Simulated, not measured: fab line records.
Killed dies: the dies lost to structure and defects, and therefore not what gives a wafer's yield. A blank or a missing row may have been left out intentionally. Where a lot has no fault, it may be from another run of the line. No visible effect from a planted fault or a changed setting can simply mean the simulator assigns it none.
Commonality check across tools -- flow berkeleyCmos170 -- Lots sampled 14, wafers sampled 48

WHY IT WAS OPENED
Of 14 lots, 2 have the reading GATE_OXIDE_THK flagged at UCB170_GATE_THK_MEAS_02. Wafers without a fault read 6.54 nm, standard deviation 0.11.
Rule: a lot gets a flag if all its wafers with a number sit over 4 standard deviations from that mean, or if no wafer of it has a number. As for the other lots, they are considered sound.

lot,measured,on,"GATE_OXIDE_THK (nm), wafer by wafer",flag
L495,day 5 23:16,filmMetro-02,6.69 6.67 6.64,
L496,day 6 18:02,filmMetro-01,6.50 6.53 6.49,
L498,day 6 23:59,filmMetro-03,6.43 6.42 6.47,
L500,day 6 23:59,filmMetro-01,6.38 6.57 6.51,
L501,day 7 03:23,filmMetro-03,6.52 6.40 6.41,
L502,day 7 03:24,filmMetro-01,6.54 6.43 6.51,
L503,day 8 03:28,filmMetro-02,6.50 6.67 6.59,
L508,day 8 09:04,filmMetro-03,6.53 6.52 6.70,
L506,day 8 09:05,filmMetro-02,6.65 6.75 6.55,
L512,day 9 15:21,filmMetro-01,5.72 5.60 5.53 5.73 5.62 5.53,FLAGGED
L514,day 10 06:03,filmMetro-02,6.48 6.48 6.45,
L517,day 10 17:50,filmMetro-01,6.38 6.42 6.50,
L515,day 10 23:33,filmMetro-03,5.51 5.44 5.62 5.50 5.42 5.63,FLAGGED
L516,day 11 06:31,filmMetro-02,6.65 6.59 6.69,
The numbers of the flagged lots are 5.57 nm on average: -0.97 nm against the usual, or -9 standard deviations.

WHICH TOOL EACH LOT WENT THROUGH
2 process steps preceding the reading are held in the record, out of 331 steps in the route. Every cell lists first the tool, next ch and the chambers used by the sampled wafers, and last the start.
lot,flag,UCB170_PFIELD_STRIP_08,UCB170_GATE_OXIDATION_01
L495,,"plasmaAsher-04 ch 0,1, day 4 10:31","furnace-04 ch 0, day 5 21:45"
L496,,"plasmaAsher-02 ch 0,1, day 5 03:23","furnace-02 ch 0, day 6 16:31"
L498,,"plasmaAsher-03 ch 0,1, day 5 12:58","furnace-04 ch 0, day 6 22:28"
L500,,"plasmaAsher-03 ch 0,1, day 5 12:05","furnace-04 ch 0, day 6 22:28"
L501,,"plasmaAsher-02 ch 0,1, day 5 18:24","furnace-01 ch 0, day 7 01:53"
L502,,"plasmaAsher-02 ch 0,1, day 5 18:43","furnace-01 ch 0, day 7 01:53"
L503,,"plasmaAsher-02 ch 0,1, day 6 21:53","furnace-02 ch 0, day 8 01:58"
L508,,"plasmaAsher-03 ch 0,1, day 7 02:59","furnace-01 ch 0, day 8 07:34"
L506,,"plasmaAsher-03 ch 0,1, day 7 03:16","furnace-01 ch 0, day 8 07:34"
L512,FLAGGED,"plasmaAsher-02 ch 0,1, day 7 22:02","furnace-01 ch 0, day 9 13:51"
L514,,"plasmaAsher-04 ch 0,1, day 8 10:10","furnace-02 ch 0, day 10 04:32"
L517,,"plasmaAsher-02 ch 0,1, day 8 21:58","furnace-04 ch 0, day 10 16:19"
L515,FLAGGED,"plasmaAsher-04 ch 0,1, day 8 22:15","furnace-01 ch 0, day 10 22:02"
L516,,"plasmaAsher-04 ch 0,1, day 9 17:24","furnace-04 ch 0, day 11 05:01"
What these steps do:
- UCB170_PFIELD_STRIP_08: strips in O2.
- UCB170_GATE_OXIDATION_01: target thk 6.6 nm, ox time 1800 s.
- UCB170_GATE_THK_MEAS_02

FLAGGED AGAINST TOTAL, ONE TOOL AT A TIME (gauges that did the reading follow at the end)
step,tool,lots run,flagged,share of the flagged lots,sound lots run after its first flagged lot
UCB170_PFIELD_STRIP_08,plasmaAsher-02,6,1,some,1 (L517)
UCB170_PFIELD_STRIP_08,plasmaAsher-03,4,0,none,-
UCB170_PFIELD_STRIP_08,plasmaAsher-04,4,1,some,1 (L516)
UCB170_GATE_OXIDATION_01,furnace-01,6,2,all,0
UCB170_GATE_OXIDATION_01,furnace-02,3,0,none,-
UCB170_GATE_OXIDATION_01,furnace-04,5,0,none,-
UCB170_GATE_THK_MEAS_02,filmMetro-01,5,1,some,1 (L517)
UCB170_GATE_THK_MEAS_02,filmMetro-02,5,0,none,-
UCB170_GATE_THK_MEAS_02,filmMetro-03,4,1,some,0

WHAT THE TABLE PERMITS
All flagged lots share 1 row of the table, namely furnace-01 at UCB170_GATE_OXIDATION_01.
- furnace-01 at UCB170_GATE_OXIDATION_01 ran 6 lots, 2 of them flagged. Last sound lot L506 at day 8 07:34, first flagged lot L512 at day 9 13:51; a fault beginning in between fits. Its own readings lie more than 4 standard deviations out on every wafer of the flagged lots: spikeTcCentreC, spikeTcLoadC, spikeTcSourceC, tubeCenterTempC, tube_center_temp_C_max.
Just one tool remains: furnace-01 at UCB170_GATE_OXIDATION_01.

WHAT WAS PUT IN BY THE SIMULATOR
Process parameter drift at UCB170_GATE_OXIDATION_01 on furnace-01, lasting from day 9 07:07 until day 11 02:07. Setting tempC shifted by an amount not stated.
Struck lots among those shown: L512, L515. Same finding as the rule above.
